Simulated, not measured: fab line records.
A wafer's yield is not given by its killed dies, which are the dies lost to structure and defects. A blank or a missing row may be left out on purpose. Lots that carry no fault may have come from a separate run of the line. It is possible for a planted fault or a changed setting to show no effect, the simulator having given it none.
fab line records	flow rit_cmos
[record] lots = 5	wafers = 15	last_day = 6
route steps=202 shown GATE@96 REOX@98 NLDD@103 PLDD@114 SPACER@125
lots that met no fault: taken from a fault-free run of the same line
start_h: start of the lot's first displayed wafer, in hours after the record's first day	wait_h: how many hours have passed since the lot's step before this one	" repeats the value in the row above	L1.1+2: several wafers, shown together as one row	- no value, or no start was given	* or withheld: withheld	< > ~ a bound
route shown NAME@n: a module of which the file shows steps, and the number in the route of the first	usual: mean/standard deviation of fault-free wafers	same: alike in all rows	chamber/n: place in a boat	sites: readings site by site	_std_site: how widely they spread, as a standard deviation	_edge_site: inner sites' mean taken away from outer sites' mean	radius_mm: how far each site lies from the wafer's centre	mask NAME#n: copy n	behind: tool/chamber where the wafer was last shaped	hold: what put the lot on hold/how long, in hours/how the hold closed	device: the transistor (n, p or np) that didn't switch	end of line: the route-end tests of the same wafers	a step given without rows: its recipe and nothing more	killed: at the first sort, the dies lost to defects and structure; wafer yield is something else	map: dies across one wafer; x = killed, . = not, _ = none there
set.NAME: the setting the step ran with; set.NAME@STEP: the setting that earlier step ran with	model.NAME: the simulator's own value behind a step, which no gauge read
lots at selected steps of the route; one table per step, one row per wafer
services: a tool's chamber out of use, with start hour (start_h, from the record's first day; less than 0 if before it), hours out, and reason
[[steps]]
[step RIT_GATE_STRIP_20]
[recipe] chemistry = O2	time_s = 180	resist = NOVOLAK	platen_temp_c = withheld	power_w = 500	pressure_mtorr = 4000	o2_flow_sccm = 4000
[usual] drypump_motor_current_A = 5.84/0.22	o2_flow_sccm = 4002/12
lot.wafer	tool	chamber	start_h	wait_h	drypump_motor_current_A	o2_flow_sccm	rf_hours_counter_h
L081.4	plasma_asher-01	0	73.41	0.1	5.65	3998	-
L081.5	"	1	"	"	5.74	3990	-
L081.6	"	0	"	"	5.68	4004	-
L083.2	plasma_asher-02	0	89.12	0.1	5.64	4009	31
L083.3	"	0	"	"	5.58	3996	-
L083.6	"	0	"	"	5.60	4007	-
L087.1	plasma_asher-01	1	111.93	0.1	5.71	3982	48
L087.4	"	0	"	"	5.67	3994	-
L087.6	"	0	"	"	5.66	3992	-
L088.3	plasma_asher-03	0	118.07	0.1	6.18	3987	-
L088.5	"	0	"	"	6.17	3991	-
L088.6	"	1	"	"	6.08	3989	-
L089.3	plasma_asher-03	0	123.70	0.1	6.15	3993	-
L089.4	"	1	"	"	6.07	3981	-
L089.5	"	1	"	"	6.06	4002	-
[step RIT_GATE_CD_MEAS_90]
[recipe] target_cd_nm = 150
[usual] cd_nm = 148.6/2.5
lot.wafer	tool	chamber	start_h	wait_h	cd_nm
L081.4	cd_sem-02	-	73.59	0.1	153.0
L081.5	"	-	"	"	151.9
L081.6	"	-	"	"	151.5
L083.2	cd_sem-02	-	89.32	0.1	147.7
L083.3	"	-	"	"	147.3
L083.6	"	-	"	"	149.8
L087.1	cd_sem-01	-	112.11	0.1	146.8
L087.4	"	-	"	"	145.7
L087.6	"	-	"	"	148.2
L088.3	cd_sem-02	-	118.23	0.1	153.4
L088.5	"	-	"	"	152.0
L088.6	"	-	"	"	150.3
L089.3	cd_sem-02	-	123.86	0.1	149.6
L089.4	"	-	"	"	149.4
L089.5	"	-	"	"	148.7
[step RIT_REOX_CLEAN_00]
[recipe] chemistry = SC1	mix = 3:3:50	time_s = 600	temp_c = 75
lot.wafer	tool	chamber	start_h	wait_h
L081.4+5+6	wet_bench-03	1	73.65	0.0
L083.2+3+6	wet_bench-03	3	89.42	0.1
L087.1+4+6	wet_bench-04	0	112.23	0.1
L088.3+5+6	wet_bench-03	2	118.31	0.1
L089.3+4+5	wet_bench-02	1	123.94	0.1
[step RIT_REOX_CLEAN_01]
[recipe] chemistry = dHF	dilution = 50:1	time_s = 30
lot.wafer	tool	chamber	start_h	wait_h
L081.4+5+6	wet_bench-04	3	73.84	0.0
L083.2+3+6	wet_bench-04	1	89.59	0.0
L087.1+4+6	wet_bench-03	2	112.42	0.0
L088.3+5+6	wet_bench-02	1	118.48	0.0
L089.3+4+5	wet_bench-03	3	124.11	0.0
[step RIT_REOX_CLEAN_02]
[recipe] chemistry = SC2	mix = 3:3:50	time_s = 600	temp_c = 75	dry = n2_spin
lot.wafer	tool	chamber	start_h	wait_h
L081.4+5+6	wet_bench-03	3	73.86	0.0
L083.2+3+6	wet_bench-02	2	89.61	0.0
L087.1+4+6	wet_bench-02	3	112.43	0.0
L088.3+5+6	wet_bench-03	1	118.50	0.0
L089.3+4+5	wet_bench-02	3	124.13	0.0
[step RIT_REOX_OXIDATION_03]
[recipe] temp_c = 900	ambient = O2	target_thk_a = 252	ox_time_s = 5580
lot.wafer	tool	chamber	start_h	wait_h
L081.4+5+6	furnace-03	0	77.08	3.0
L083.2+3+6	furnace-01	0	92.29	2.5
L087.1+4+6	furnace-03	0	112.70	0.1
L088.3+5+6	furnace-03	0	119.57	0.9
L089.3+4+5	furnace-01	0	124.31	0.0
[step RIT_REOX_THK_MEAS_04]
[recipe] reads = SiO2_of_REOX_OXIDATION_03
[usual] REOX_OXIDE_THK = 25.2/0.53
lot.wafer	tool	chamber	start_h	wait_h	REOX_OXIDE_THK[nm]
L081.4	film_metro-01	-	79.66	0.0	25.0
L081.5	"	-	"	"	25.6
L081.6	"	-	"	"	25.4
L083.2	film_metro-02	-	94.85	0.0	24.8
L083.3	"	-	"	"	25.0
L083.6	"	-	"	"	25.3
L087.1	film_metro-01	-	115.25	0.0	24.6
L087.4	"	-	"	"	24.5
L087.6	"	-	"	"	24.6
L088.3	film_metro-02	-	122.14	0.0	25.2
L088.5	"	-	"	"	24.9
L088.6	"	-	"	"	25.4
L089.3	film_metro-04	-	126.88	0.0	25.5
L089.4	"	-	"	"	25.8
L089.5	"	-	"	"	25.8
[step RIT_NLDD_HMDS_00]
[recipe] prime_time_s = 60	prime_temp_c = 140
lot.wafer	tool	chamber	start_h	wait_h
L081.4+5+6	litho_track-03	0	79.76	0.1
L083.2+3+6	litho_track-04	0	94.93	0.1
L087.1+4+6	litho_track-03	0	115.31	0.1
L088.3+5+6	litho_track-01	0	122.44	0.3
L089.3+4+5	litho_track-01	0	126.97	0.1
[step RIT_NLDD_COAT_01]
[recipe] resist = NOVOLAK	spin_rpm = 3250	resist_thk_nm = 1000
lot.wafer	tool	chamber	start_h	wait_h
L081.4+5+6	litho_track-03	0	79.91	0.1
L083.2+3+6	litho_track-04	0	95.08	0.1
L087.1+4+6	litho_track-03	0	115.46	0.1
L088.3+5+6	litho_track-01	0	122.59	0.1
L089.3+4+5	litho_track-01	0	127.12	0.1
[step RIT_NLDD_SOFTBAKE_02]
[recipe] resist = NOVOLAK	temp_c = 90	time_s = 60
lot.wafer	tool	chamber	start_h	wait_h
L081.4+5+6	litho_track-03	0	80.06	0.1
L083.2+3+6	litho_track-04	0	95.23	0.1
L087.1+4+6	litho_track-03	0	115.61	0.1
L088.3+5+6	litho_track-01	0	122.74	0.1
L089.3+4+5	litho_track-01	0	127.27	0.1
[step RIT_NLDD_EXPOSE_03]
[recipe] mask_id = M7	na = 0.57	target_cd_nm = 40700	dose_mj = 250
lot.wafer	tool	chamber	start_h	wait_h	mask
L081.4+5+6	iline_stepper-02	0	80.19	0.1	M7#0
L083.2+3+6	iline_stepper-01	0	95.37	0.1	M7#0
L087.1+4+6	iline_stepper-01	0	115.88	0.2	M7#0
L088.3+5+6	iline_stepper-01	0	122.88	0.1	M7#0
L089.3+4+5	iline_stepper-01	0	127.40	0.1	M7#0
[step RIT_NLDD_PEB_04]
[recipe] resist = NOVOLAK	temp_c = withheld	time_s = withheld
lot.wafer	tool	chamber	start_h	wait_h
L081.4+5+6	litho_track-04	0	80.33	0.1
L083.2+3+6	litho_track-03	0	95.49	0.1
L087.1+4+6	litho_track-03	0	115.99	0.1
L088.3+5+6	litho_track-04	0	123.15	0.3
L089.3+4+5	litho_track-01	0	127.53	0.1
[step RIT_NLDD_DEVELOP_05]
[recipe] resist = NOVOLAK	develop_time_s = 50	dev_temp_c = 23.77
lot.wafer	tool	chamber	start_h	wait_h
L081.4+5+6	litho_track-04	0	-	-
L083.2+3+6	litho_track-03	0	-	-
L087.1+4+6	litho_track-03	0	-	-
L088.3+5+6	litho_track-04	0	-	-
L089.3+4+5	litho_track-01	0	-	-
[step RIT_NLDD_OVL_MEAS_06]
[usual] NLDD_OVL = 0.3/1.6
lot.wafer	tool	chamber	start_h	wait_h	NLDD_OVL[nm]
L081.4	overlay-02	-	80.55	-	-2.2
L081.5	"	-	"	"	-1.7
L081.6	"	-	"	"	-0.7
L083.2	overlay-01	-	95.76	-	0.9
L083.3	"	-	"	"	-2.0
L083.6	"	-	"	"	0.4
L087.1	overlay-02	-	116.28	-	-3.7
L087.4	"	-	"	"	-2.5
L087.6	"	-	"	"	-2.3
L088.3	overlay-02	-	123.40	-	1.0
L088.5	"	-	"	"	1.7
L088.6	"	-	"	"	2.3
L089.3	overlay-02	-	127.78	-	1.9
L089.4	"	-	"	"	1.0
L089.5	"	-	"	"	0.0
[step RIT_NLDD_HARDBAKE_07]
[recipe] resist = NOVOLAK	temp_c = 140	time_s = 60
lot.wafer	tool	chamber	start_h	wait_h
L081.4+5+6	litho_track-03	0	80.65	0.1
L083.2+3+6	litho_track-01	0	95.81	0.0
L087.1+4+6	litho_track-03	0	116.31	0.0
L088.3+5+6	litho_track-04	0	123.59	0.2
L089.3+4+5	litho_track-01	0	127.85	0.1
[step RIT_NLDD_IMPLANT_08]
[recipe] species = P	energy_kev = 20	dose_cm2 = 5e+14	tilt_deg = 7
[usual] beam_on_s = 10.04/0.19	dose_ions_cm2 = 5e+14/5.2e+11
lot.wafer	tool	chamber	start_h	wait_h	beam_on_s	dose_ions_cm2
L081.4	implanter-02	0	80.80	0.1	10.04	4.996e+14
L081.5	"	0	"	"	9.98	4.993e+14
L081.6	"	0	"	"	9.84	5.002e+14
L083.2	implanter-03	0	95.96	0.1	10.21	5.005e+14
L083.3	"	0	"	"	10.08	5.008e+14
L083.6	"	0	"	"	10.12	5e+14
L087.1	implanter-02	0	116.46	0.1	10.01	4.998e+14
L087.4	"	0	"	"	10.14	5.003e+14
L087.6	"	0	"	"	10.34	5e+14
L088.3	implanter-02	0	123.74	0.1	10.06	4.999e+14
L088.5	"	0	"	"	10.10	4.991e+14
L088.6	"	0	"	"	10.00	4.998e+14
L089.3	implanter-02	0	128.00	0.1	10.11	4.992e+14
L089.4	"	0	"	"	10.34	4.991e+14
L089.5	"	0	"	"	10.06	5.001e+14
[step RIT_NLDD_STRIP_09]
[recipe] chemistry = O2	time_s = 180	resist = NOVOLAK	platen_temp_c = withheld	power_w = 500	pressure_mtorr = 4000	o2_flow_sccm = 4000
[usual] drypump_motor_current_A = 5.68/0.21	o2_flow_sccm = 3998/12
lot.wafer	tool	chamber	start_h	wait_h	drypump_motor_current_A	o2_flow_sccm	rf_hours_counter_h
L081.4	plasma_asher-01	0	80.93	0.1	5.62	3996	-
L081.5	"	0	"	"	5.66	3992	-
L081.6	"	1	"	"	5.77	3983	-
L083.2	plasma_asher-02	0	96.09	0.1	5.60	3989	32
L083.3	"	0	"	"	5.64	3991	-
L083.6	"	1	"	"	5.65	3985	-
L087.1	plasma_asher-01	0	116.67	0.2	5.64	3999	49
L087.4	"	1	"	"	5.76	3986	-
L087.6	"	1	"	"	5.77	4008	-
L088.3	plasma_asher-02	1	123.89	0.1	5.66	3986	-
L088.5	"	1	"	"	5.65	3984	-
L088.6	"	0	"	"	5.61	3982	-
L089.3	plasma_asher-02	1	128.16	0.1	5.63	3992	-
L089.4	"	0	"	"	5.63	3984	-
L089.5	"	1	"	"	5.64	3997	-
[step RIT_NLDD_TW_MEAS_10]
[usual] NLDD_TW = 2513/30
lot.wafer	tool	chamber	start_h	wait_h	NLDD_TW
L081.4	film_metro-04	-	81.08	0.1	2493
L081.5	"	-	"	"	2482
L081.6	"	-	"	"	2481
L083.2	film_metro-04	-	96.27	0.1	2490
L083.3	"	-	"	"	2492
L083.6	"	-	"	"	2507
L087.1	film_metro-01	-	116.85	0.1	2542
L087.4	"	-	"	"	2550
L087.6	"	-	"	"	2539
L088.3	film_metro-04	-	124.03	0.1	2477
L088.5	"	-	"	"	2490
L088.6	"	-	"	"	2475
L089.3	film_metro-01	-	128.30	0.1	2555
L089.4	"	-	"	"	2554
L089.5	"	-	"	"	2561
[step RIT_PLDD_HMDS_00]
[recipe] prime_time_s = 60	prime_temp_c = 140
lot.wafer	tool	chamber	start_h	wait_h
L081.4+5+6	litho_track-03	0	81.18	0.1
L083.2+3+6	litho_track-02	0	96.35	0.1
L087.1+4+6	litho_track-02	0	116.91	0.1
L088.3+5+6	litho_track-01	0	124.12	0.1
L089.3+4+5	litho_track-02	0	128.39	0.1
[step RIT_PLDD_COAT_01]
[recipe] resist = NOVOLAK	spin_rpm = 3250	resist_thk_nm = 1000
lot.wafer	tool	chamber	start_h	wait_h
L081.4+5+6	litho_track-03	0	81.33	0.1
L083.2+3+6	litho_track-02	0	96.50	0.1
L087.1+4+6	litho_track-02	0	117.06	0.1
L088.3+5+6	litho_track-01	0	124.27	0.1
L089.3+4+5	litho_track-02	0	128.54	0.1
[step RIT_PLDD_SOFTBAKE_02]
[recipe] resist = NOVOLAK	temp_c = 90	time_s = 60
lot.wafer	tool	chamber	start_h	wait_h
L081.4+5+6	litho_track-03	0	81.48	0.1
L083.2+3+6	litho_track-02	0	96.65	0.1
L087.1+4+6	litho_track-02	0	117.21	0.1
L088.3+5+6	litho_track-01	0	124.42	0.1
L089.3+4+5	litho_track-02	0	128.69	0.1
[step RIT_PLDD_EXPOSE_03]
[recipe] mask_id = M8	na = 0.57	target_cd_nm = 40900	dose_mj = 250
lot.wafer	tool	chamber	start_h	wait_h	mask
L081.4+5+6	iline_stepper-01	0	81.61	0.1	M8#0
L083.2+3+6	iline_stepper-01	0	96.79	0.1	M8#0
L087.1+4+6	iline_stepper-01	0	117.36	0.1	M8#0
L088.3+5+6	iline_stepper-01	0	124.56	0.1	M8#0
L089.3+4+5	iline_stepper-01	0	128.83	0.1	M8#0
[step RIT_PLDD_PEB_04]
[recipe] resist = NOVOLAK	temp_c = withheld	time_s = withheld
lot.wafer	tool	chamber	start_h	wait_h
L081.4+5+6	litho_track-03	0	81.75	0.1
L083.2+3+6	litho_track-01	0	96.93	0.1
L087.1+4+6	litho_track-02	0	117.47	0.1
L088.3+5+6	litho_track-01	0	124.69	0.1
L089.3+4+5	litho_track-01	0	128.95	0.1
[step RIT_PLDD_DEVELOP_05]
[recipe] resist = NOVOLAK	develop_time_s = 50	dev_temp_c = 23
lot.wafer	tool	chamber	start_h	wait_h
L081.4+5+6	litho_track-03	0	-	-
L083.2+3+6	litho_track-01	0	-	-
L087.1+4+6	litho_track-02	0	-	-
L088.3+5+6	litho_track-01	0	-	-
L089.3+4+5	litho_track-01	0	-	-
[step RIT_PLDD_OVL_MEAS_06]
[usual] PLDD_OVL = -2.2/1.4
lot.wafer	tool	chamber	start_h	wait_h	PLDD_OVL[nm]
L081.4	overlay-02	-	81.97	-	-2.0
L081.5	"	-	"	"	-1.1
L081.6	"	-	"	"	-3.9
L083.2	overlay-02	-	97.20	-	-2.4
L083.3	"	-	"	"	-2.6
L083.6	"	-	"	"	-3.1
L087.1	overlay-02	-	117.76	-	-4.0
L087.4	"	-	"	"	-3.1
L087.6	"	-	"	"	-3.0
L088.3	overlay-02	-	124.93	-	-3.2
L088.5	"	-	"	"	-4.1
L088.6	"	-	"	"	-3.4
L089.3	overlay-01	-	129.20	-	-2.9
L089.4	"	-	"	"	-1.9
L089.5	"	-	"	"	-3.8
[step RIT_PLDD_HARDBAKE_07]
[recipe] resist = NOVOLAK	temp_c = 140	time_s = 60
lot.wafer	tool	chamber	start_h	wait_h
L081.4+5+6	litho_track-03	0	82.07	0.1
L083.2+3+6	litho_track-03	0	97.25	0.0
L087.1+4+6	litho_track-01	0	117.79	0.0
L088.3+5+6	litho_track-02	0	125.01	0.1
L089.3+4+5	litho_track-02	0	129.29	0.1
[step RIT_PLDD_IMPLANT_08]
[recipe] species = BF2	energy_kev = 20	dose_cm2 = 9e+14	tilt_deg = 7
[usual] beam_on_s = 10.00/0.17	dose_ions_cm2 = 9.001e+14/9.9e+11
lot.wafer	tool	chamber	start_h	wait_h	beam_on_s	dose_ions_cm2
L081.4	implanter-03	0	82.22	0.1	9.91	9.005e+14
L081.5	"	0	"	"	9.96	8.992e+14
L081.6	"	0	"	"	10.25	8.993e+14
L083.2	implanter-03	0	97.40	0.1	9.89	9.008e+14
L083.3	"	0	"	"	9.83	8.994e+14
L083.6	"	0	"	"	10.11	9.002e+14
L087.1	implanter-02	0	117.94	0.1	9.93	8.991e+14
L087.4	"	0	"	"	9.64	9e+14
L087.6	"	0	"	"	10.01	9.012e+14
L088.3	implanter-02	0	125.16	0.1	10.16	9.005e+14
L088.5	"	0	"	"	10.11	9.013e+14
L088.6	"	0	"	"	9.93	9.011e+14
L089.3	implanter-02	0	129.44	0.1	10.03	8.996e+14
L089.4	"	0	"	"	9.74	8.985e+14
L089.5	"	0	"	"	10.10	9.003e+14
[step RIT_PLDD_STRIP_09]
[recipe] chemistry = O2	time_s = 180	resist = NOVOLAK	platen_temp_c = withheld	power_w = 500	pressure_mtorr = 4000	o2_flow_sccm = 3853
[usual] drypump_motor_current_A = 5.8/0.31	o2_flow_sccm = 3855/11
lot.wafer	tool	chamber	start_h	wait_h	drypump_motor_current_A	o2_flow_sccm	rf_hours_counter_h
L081.4	plasma_asher-03	1	82.35	0.1	6.1	3875	-
L081.5	"	0	"	"	6.1	3859	-
L081.6	"	1	"	"	6.1	3867	-
L083.2	plasma_asher-04	1	97.53	0.1	5.3	3837	45
L083.3	"	0	"	"	6.1	3846	-
L083.6	"	1	"	"	5.3	3835	-
L087.1	plasma_asher-04	0	118.09	0.1	6.1	3837	0
L087.4	"	1	"	"	5.3	3865	-
L087.6	"	0	"	"	6.1	3842	-
L088.3	plasma_asher-02	0	125.32	0.1	5.6	3839	-
L088.5	"	0	"	"	5.6	3851	-
L088.6	"	1	"	"	5.6	3866	-
L089.3	plasma_asher-02	1	129.60	0.1	5.6	3850	-
L089.4	"	0	"	"	5.7	3865	-
L089.5	"	0	"	"	5.7	3849	-
[step RIT_PLDD_TW_MEAS_10]
[usual] PLDD_TW = 2365/26
lot.wafer	tool	chamber	start_h	wait_h	PLDD_TW
L081.4	film_metro-04	-	82.50	0.1	2340
L081.5	"	-	"	"	2341
L081.6	"	-	"	"	2338
L083.2	film_metro-01	-	97.71	0.1	2398
L083.3	"	-	"	"	2394
L083.6	"	-	"	"	2391
L087.1	film_metro-01	-	118.27	0.1	2399
L087.4	"	-	"	"	2412
L087.6	"	-	"	"	2398
L088.3	film_metro-03	-	125.45	0.1	2346
L088.5	"	-	"	"	2367
L088.6	"	-	"	"	2368
L089.3	film_metro-01	-	129.73	0.1	2411
L089.4	"	-	"	"	2399
L089.5	"	-	"	"	2411
[step RIT_SPACER_CLEAN_00]
[recipe] chemistry = SC1	mix = 3:3:50	time_s = 600	temp_c = 75
lot.wafer	tool	chamber	start_h	wait_h
L081.4+5+6	wet_bench-03	3	82.53	0.0
L083.2+3+6	wet_bench-04	1	97.76	0.0
L087.1+4+6	wet_bench-01	0	118.33	0.1
L088.3+5+6	wet_bench-03	0	125.49	0.0
L089.3+4+5	wet_bench-04	2	129.77	0.0
[step RIT_SPACER_CLEAN_01]
[recipe] chemistry = dHF	dilution = 50:1	time_s = 30
lot.wafer	tool	chamber	start_h	wait_h
L081.4+5+6	wet_bench-01	3	82.70	0.0
L083.2+3+6	wet_bench-01	2	97.94	0.0
L087.1+4+6	wet_bench-01	3	118.50	0.0
L088.3+5+6	wet_bench-04	1	125.67	0.0
L089.3+4+5	wet_bench-03	3	130.15	0.0
[step RIT_SPACER_CLEAN_02]
[recipe] chemistry = SC2	mix = 3:3:50	time_s = 600	temp_c = 75	dry = n2_spin
lot.wafer	tool	chamber	start_h	wait_h
L081.4+5+6	wet_bench-04	1	82.72	0.0
L083.2+3+6	wet_bench-03	0	97.96	0.0
L087.1+4+6	wet_bench-01	2	118.52	0.0
L088.3+5+6	wet_bench-03	1	125.70	0.0
L089.3+4+5	wet_bench-04	2	130.17	0.0
[step RIT_SPACER_CVD_03]
[recipe] material = Si3N4	target_thk_nm = 250	temp_c = 810	precursor = SiH2Cl2/NH3	time_s = 3300	pressure_mtorr = 300	sih2cl2_flow_sccm = 60	nh3_flow_sccm = 150
[usual] sih2cl2_flow_sccm = 60.01/0.18	susceptor_temp_C = 810.0/0.34
lot.wafer	tool	chamber	start_h	wait_h	sih2cl2_flow_sccm	susceptor_temp_C
L081.4	lpcvd-02	1	82.90	0.0	59.70	810.1
L081.5	"	1	"	"	59.93	810.2
L081.6	"	1	"	"	59.82	810.3
L083.2	lpcvd-02	0	98.13	0.0	60.00	810.2
L083.3	"	0	"	"	60.14	810.0
L083.6	"	0	"	"	59.87	810.2
L087.1	lpcvd-01	0	119.74	1.0	59.85	809.9
L087.4	"	0	"	"	59.85	809.8
L087.6	"	0	"	"	59.78	810.1
L088.3	lpcvd-02	1	125.88	0.0	60.16	810.0
L088.5	"	1	"	"	60.04	809.8
L088.6	"	1	"	"	60.06	810.0
L089.3	lpcvd-01	0	130.55	0.0	60.57	810.1
L089.4	"	0	"	"	60.40	809.9
L089.5	"	0	"	"	60.26	809.9
[step RIT_SPACER_THK_MEAS_04]
[recipe] reads = Si3N4_of_SPACER_CVD_03
[usual] SPACER_NITRIDE_THK = 250.8/2.2
lot.wafer	tool	chamber	start_h	wait_h	SPACER_NITRIDE_THK[nm]
L081.4	film_metro-02	-	84.84	0.0	253.2
L081.5	"	-	"	"	249.7
L081.6	"	-	"	"	251.8
L083.2	film_metro-01	-	100.06	0.0	253.4
L083.3	"	-	"	"	253.8
L083.6	"	-	"	"	251.1
L087.1	film_metro-02	-	121.65	0.0	247.5
L087.4	"	-	"	"	247.7
L087.6	"	-	"	"	249.2
L088.3	film_metro-02	-	127.81	0.0	252.8
L088.5	"	-	"	"	252.4
L088.6	"	-	"	"	252.0
L089.3	film_metro-03	-	132.49	0.0	252.5
L089.4	"	-	"	"	251.8
L089.5	"	-	"	"	253.3
[step RIT_SPACER_ETCHBACK_05]
[recipe] target_depth_a = 2500	SF6_flow_sccm = 30	CHF3_flow_sccm = 30	target = Si3N4	chemistry = SF6/CHF3	pressure_mtorr = 40	rf_w = 250	time_s = 240	stop_on = SiO2
[usual] drypump_motor_current_A = 5.7/0.61	oes_product_au = 0.846/0.016	throttle_valve_pct = 10.29/0.14
lot.wafer	tool	chamber	start_h	wait_h	drypump_motor_current_A	oes_product_au	rf_hours_counter_h	throttle_valve_pct
L081.4	rie_diel-04	3	84.87	0.0	6.1	0.847	0	10.08
L081.5	"	3	"	"	6.0	0.842	-	10.08
L081.6	"	0	"	"	4.9	0.876	-	10.41
L083.2	rie_diel-02	1	100.11	0.0	5.0	0.840	104	10.34
L083.3	"	3	"	"	6.4	0.846	56	9.98
L083.6	"	2	"	"	6.5	0.841	-	10.33
L087.1	rie_diel-04	3	121.71	0.1	6.0	0.834	1	10.08
L087.4	"	2	"	"	6.1	0.824	120	10.25
L087.6	"	0	"	"	4.9	0.872	-	10.44
L088.3	rie_diel-04	3	127.85	0.0	6.0	0.843	1	10.10
L088.5	"	1	"	"	5.3	0.828	-	10.25
L088.6	"	0	"	"	4.9	0.874	-	10.42
L089.3	rie_diel-02	3	132.53	0.0	6.4	0.844	57	9.99
L089.4	"	0	"	"	5.6	0.853	28	10.44
L089.5	"	1	"	"	5.0	0.840	-	10.35
[[services]]
tool	chamber	start_h	hours	kind
rie_diel-04	3	50.62	-	clean
rie_diel-04	3	50.62	15.7	scheduled_down
rie_diel-04	3	50.62	15.7	vent_cycle
rie_diel-02	1	51.43	7.6	repair
rie_diel-02	2	64.91	4.1	repair
wet_bench-02	-	75.03	3.9	repair
rie_diel-04	3	87.50	8.3	repair
implanter-02	-	87.65	5.7	repair
rie_diel-04	3	102.17	3.8	repair
plasma_asher-02	-	104.47	14.6	pm
iline_stepper-02	-	106.89	30.5	repair
plasma_asher-04	-	108.84	9.0	pm
plasma_asher-04	0	108.84	9.0	vent_cycle
plasma_asher-04	1	108.84	9.0	vent_cycle
rie_diel-02	3	111.64	8.7	repair
iline_stepper-02	0	114.04	-	calibration
plasma_asher-04	0	117.84	-	clean
plasma_asher-04	1	117.84	-	clean
wet_bench-01	-	121.96	4.6	repair
rie_diel-04	0	129.83	13.2	repair
iline_stepper-01	0	131.76	-	calibration
[[key]]
fault none
